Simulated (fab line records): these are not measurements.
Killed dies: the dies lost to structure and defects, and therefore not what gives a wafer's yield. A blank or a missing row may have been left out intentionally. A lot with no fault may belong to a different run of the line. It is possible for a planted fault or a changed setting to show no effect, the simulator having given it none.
The tool behind it: which one? || flow ritCmos || 45 wafers from 15 lots sampled at 2 of the route's 202 steps

## WHAT EACH GAUGE READ, for each wafer
The record holds no reading of a measuring or inspecting step that can be judged against a usual standard deviation.

## TOOL THAT RAN EACH LOT (tool first, then ch and the chambers of the sampled wafers, then the start)
{"lot": "L998", "RIT_CONTACT_STRIP_12": "plasmaAsher-02 ch 0,1, day 3 08:38", "RIT_M1_PROBE_99": "-"}
{"lot": "L999", "RIT_CONTACT_STRIP_12": "plasmaAsher-03 ch 0,1, day 3 13:22", "RIT_M1_PROBE_99": "-"}
{"lot": "L100", "RIT_CONTACT_STRIP_12": "plasmaAsher-01 ch 0,1, day 3 18:28", "RIT_M1_PROBE_99": "prober-01, day 3 23:24"}
{"lot": "L101", "RIT_CONTACT_STRIP_12": "plasmaAsher-01 ch 0,1, day 4 00:37", "RIT_M1_PROBE_99": "-"}
{"lot": "L103", "RIT_CONTACT_STRIP_12": "plasmaAsher-03 ch 0,1, day 4 10:34", "RIT_M1_PROBE_99": "-"}
{"lot": "L105", "RIT_CONTACT_STRIP_12": "plasmaAsher-01 ch 0,1, day 4 20:08", "RIT_M1_PROBE_99": "-"}
{"lot": "L108", "RIT_CONTACT_STRIP_12": "plasmaAsher-01 ch 0,1, day 5 13:22", "RIT_M1_PROBE_99": "-"}
{"lot": "L111", "RIT_CONTACT_STRIP_12": "plasmaAsher-01 ch 0,1, day 6 07:27", "RIT_M1_PROBE_99": "-"}
{"lot": "L112", "RIT_CONTACT_STRIP_12": "plasmaAsher-01 ch 0,1, day 6 16:27", "RIT_M1_PROBE_99": "-"}
{"lot": "L116", "RIT_CONTACT_STRIP_12": "plasmaAsher-03 ch 0,1, day 7 17:01", "RIT_M1_PROBE_99": "-"}
{"lot": "L117", "RIT_CONTACT_STRIP_12": "plasmaAsher-03 ch 0,1, day 8 00:19", "RIT_M1_PROBE_99": "-"}
{"lot": "L118", "RIT_CONTACT_STRIP_12": "plasmaAsher-02 ch 0,1, day 8 00:37", "RIT_M1_PROBE_99": "-"}
{"lot": "L119", "RIT_CONTACT_STRIP_12": "plasmaAsher-03 ch 0,1, day 8 12:16", "RIT_M1_PROBE_99": "-"}
{"lot": "L121", "RIT_CONTACT_STRIP_12": "plasmaAsher-02 ch 0,1, day 8 18:20", "RIT_M1_PROBE_99": "-"}
{"lot": "L120", "RIT_CONTACT_STRIP_12": "plasmaAsher-01 ch 0,1, day 8 18:49", "RIT_M1_PROBE_99": "-"}
- RIT_CONTACT_STRIP_12: strips in O2, time 180 s.
- RIT_M1_PROBE_99

## AS READ BY THE TOOLS THEMSELVES (means over the sampled wafers that have a number; for cases with no such wafer, the mark the record gives instead)
RIT_CONTACT_STRIP_12. Usual: drypumpMotorCurrentA 5.5 A, standard deviation 0.49; runLengthS 208.3 s, standard deviation 0.41.
{"lot": "L998", "tool": "plasmaAsher-02", "drypumpMotorCurrentA (A)": 6.3, "runLengthS (s)": 208.2, "flag": ""}
{"lot": "L999", "tool": "plasmaAsher-03", "drypumpMotorCurrentA (A)": 5.4, "runLengthS (s)": 208.3, "flag": ""}
{"lot": "L100", "tool": "plasmaAsher-01", "drypumpMotorCurrentA (A)": 5.2, "runLengthS (s)": 208.3, "flag": ""}
{"lot": "L101", "tool": "plasmaAsher-01", "drypumpMotorCurrentA (A)": 5.2, "runLengthS (s)": 208.6, "flag": ""}
{"lot": "L103", "tool": "plasmaAsher-03", "drypumpMotorCurrentA (A)": 5.6, "runLengthS (s)": 208.3, "flag": ""}
{"lot": "L105", "tool": "plasmaAsher-01", "drypumpMotorCurrentA (A)": 5.1, "runLengthS (s)": 208.1, "flag": ""}
{"lot": "L108", "tool": "plasmaAsher-01", "drypumpMotorCurrentA (A)": 5.0, "runLengthS (s)": 200.0, "flag": "OFF"}
{"lot": "L111", "tool": "plasmaAsher-01", "drypumpMotorCurrentA (A)": 5.2, "runLengthS (s)": 200.3, "flag": "OFF"}
{"lot": "L112", "tool": "plasmaAsher-01", "drypumpMotorCurrentA (A)": 5.2, "runLengthS (s)": 200.4, "flag": "OFF"}
{"lot": "L116", "tool": "plasmaAsher-03", "drypumpMotorCurrentA (A)": 5.6, "runLengthS (s)": 208.2, "flag": ""}
{"lot": "L117", "tool": "plasmaAsher-03", "drypumpMotorCurrentA (A)": 5.4, "runLengthS (s)": 208.4, "flag": ""}
{"lot": "L118", "tool": "plasmaAsher-02", "drypumpMotorCurrentA (A)": 6.3, "runLengthS (s)": 208.5, "flag": ""}
{"lot": "L119", "tool": "plasmaAsher-03", "drypumpMotorCurrentA (A)": 5.4, "runLengthS (s)": 208.3, "flag": ""}
{"lot": "L121", "tool": "plasmaAsher-02", "drypumpMotorCurrentA (A)": 6.3, "runLengthS (s)": 208.6, "flag": ""}
{"lot": "L120", "tool": "plasmaAsher-01", "drypumpMotorCurrentA (A)": 5.0, "runLengthS (s)": 207.9, "flag": ""}

RIT_M1_PROBE_99. Usual: killedAtContacts 0.1, standard deviation 0.27; killedAtFrontEnd 7, standard deviation 3.1; killedDies 7, standard deviation 3.2; killedOpen 3.8, standard deviation 2.1; killedShort 3.6, standard deviation 2.
{"lot": "L100", "tool": "prober-01", "killedAtContacts": 0.0, "killedAtFrontEnd": 8, "killedDies": 8, "killedOpen": 5.7, "killedShort": 2.7, "flag": ""}

## THE ANSWER, worked out from the rows above alone
Rule: lot off if the mean of its wafers having a number is beyond 3 standard deviations from the usual mean. A lot without any number at a reading at which 4 lots or more have one is off too. Where the step has rows for the other lots, those lots are counted as sound. First the gauges in route order, then the tools' own readings, where a lot's mean is used as printed above. At the first step where some lot is off, the reading lying furthest off is the one used; lots without a number count as furthest.
Off, at RIT_CONTACT_STRIP_12 on runLengthS: L108, L111, L112.
A tool fits if, at that step or a process step before it, it ran every lot that is off, and no sound lot after the first of them. Not one of the candidates tried fits.

## WHAT THE SIMULATOR PUT IN
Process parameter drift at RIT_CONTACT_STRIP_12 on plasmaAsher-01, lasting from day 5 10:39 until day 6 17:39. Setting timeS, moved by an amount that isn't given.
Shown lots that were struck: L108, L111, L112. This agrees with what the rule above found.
